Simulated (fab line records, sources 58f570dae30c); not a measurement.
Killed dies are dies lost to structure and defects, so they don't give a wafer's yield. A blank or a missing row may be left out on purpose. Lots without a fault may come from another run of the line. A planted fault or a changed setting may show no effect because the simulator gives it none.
A struck lot beside a sound one | flow berkeley_cmos170 | 20 steps out of a route of 331
Sound: wafers L814.1, L814.5, L814.6. Struck: wafers L818.2, L818.3, L818.5. The cause comes at the end.
At each step with rows: each side's tool, then ch and its chambers, then its first start. Under that, the readings that differ: sound wafers | struck wafers | difference of the means | sigmas: that difference in standard deviations of wafers without a fault.
alike: readings whose means differ by less than 2 such deviations, and words and numbers that are the same on both sides. not compared: withheld readings, readings that some wafer has no value for, bounds like >300 that may hide the same value, and numbers for which the record gives no deviation and whose values overlap.
The two part at a step that has a row with sigmas, a row that says differs or no value, or rows on one side only. Numbers that don't overlap but have no deviation are shown without sigmas and don't part them. A reading that every wafer of one side lacks parts them only if that side has two wafers or more.

first, 3 steps without rows for these wafers: UCB170_ACTIVE_EXPOSE_10 (exposes mask ACTIVE, target cd 1200 nm); UCB170_ACTIVE_PEB_11; UCB170_ACTIVE_DEVELOP_12 (develop time 45 s).
UCB170_ACTIVE_CD_MEAS_13: target cd 1200 nm.
  sound on cd_sem-01, day 5 13:55; struck on cd_sem-01, day 6 11:22
  reading    | sound                | struck               | difference | sigmas
  cd_nm (nm) | 1198.0 1196.3 1198.2 | 1201.1 1201.3 1202.2 | +4.0       | +2
UCB170_ACTIVE_OVL_MEAS_14:
  sound on overlay-02, day 5 14:02; struck on overlay-01, day 6 11:28
  alike: ACTIVE_OVL
UCB170_ACTIVE_ETCH_15: etches Si3N4 in CH3F/Ar/O2, stops on SiO2, target depth 242 nm, time 151 s.
  sound on rie_diel-04 ch 0,2,3, day 5 14:05; struck on rie_diel-03 ch 1,2,3, day 6 11:29
  alike: drypump_motor_current_A, mfc_ar_sccm, oes_product_au, throttle_valve_pct
  not compared: rf_hours_counter_h
UCB170_ACTIVE_STRIP_16: strips in O2.
  sound on plasma_asher-01 ch 0,1, day 5 14:11; struck on plasma_asher-04 ch 0, day 6 11:35
  reading                      | sound             | struck            | difference | sigmas
  strip_time_to_endpoint_s (s) | 18.25 18.20 18.28 | 18.06 18.07 18.08 | -0.17      | -2
  alike: drypump_motor_current_A, oes_product_au
  not compared: rf_hours_counter_h
UCB170_ACTIVE_CD_MEAS_90: target cd 1200 nm.
  sound on cd_sem-02, day 5 14:17; struck on cd_sem-02, day 6 11:43
  reading    | sound                | struck               | difference | sigmas
  cd_nm (nm) | 1197.7 1196.2 1197.3 | 1201.1 1201.7 1202.6 | +4.7       | +3
then, 4 steps without rows for these wafers: UCB170_ACTIVE_CLEAN_17 (cleans in SPM, time 600 s); UCB170_PFIELD_HMDS_00 (prime time 60 s); UCB170_PFIELD_COAT_01 (resist thk 900 nm); UCB170_PFIELD_SOFTBAKE_02 (time 60 s).
UCB170_PFIELD_EXPOSE_03: exposes mask PFIELD, target cd 1500 nm.
  sound on krf_scanner-01 ch 0, day 5 15:17; struck on krf_scanner-01 ch 0, day 6 16:19
  reading | sound                      | struck                  | difference | sigmas
  mask    | PFIELD#0 PFIELD#0 PFIELD#0 | NWELL#0 NWELL#0 NWELL#0 | differs    |
  alike: focus_offset_nm
then, 2 steps without rows for these wafers: UCB170_PFIELD_PEB_04; UCB170_PFIELD_DEVELOP_05 (develop time 45 s).
UCB170_PFIELD_OVL_MEAS_06:
  sound on overlay-02, day 5 16:10; struck on overlay-01, day 6 16:56
  reading         | sound | struck | difference                    | sigmas
  PFIELD_OVL (nm) | 6 7 4 | - - -  | no value on the struck wafers |
then, 1 step without rows for these wafers: UCB170_PFIELD_IMPLANT_07.
UCB170_PFIELD_STRIP_08: strips in O2.
  sound on plasma_asher-01 ch 0,1, day 5 16:21; struck on plasma_asher-01 ch 0,1, day 6 17:07
  alike: drypump_motor_current_A, oes_product_au, strip_time_to_endpoint_s
  not compared: rf_hours_counter_h
UCB170_PFIELD_TW_MEAS_09:
  sound on film_metro-03, day 5 16:27; struck on film_metro-02, day 6 17:14
  reading   | sound       | struck   | difference | sigmas
  PFIELD_TW | 594 597 595 | 30 30 30 | -565       | -99 or more
then, 1 step without rows for these wafers: UCB170_FIELD_CLEAN_00 (cleans in dHF, time 7.5 s).

WHERE THEY PART
First at UCB170_ACTIVE_CD_MEAS_13; last, within this record, at UCB170_PFIELD_TW_MEAS_09.

WHY: what the simulator had put in
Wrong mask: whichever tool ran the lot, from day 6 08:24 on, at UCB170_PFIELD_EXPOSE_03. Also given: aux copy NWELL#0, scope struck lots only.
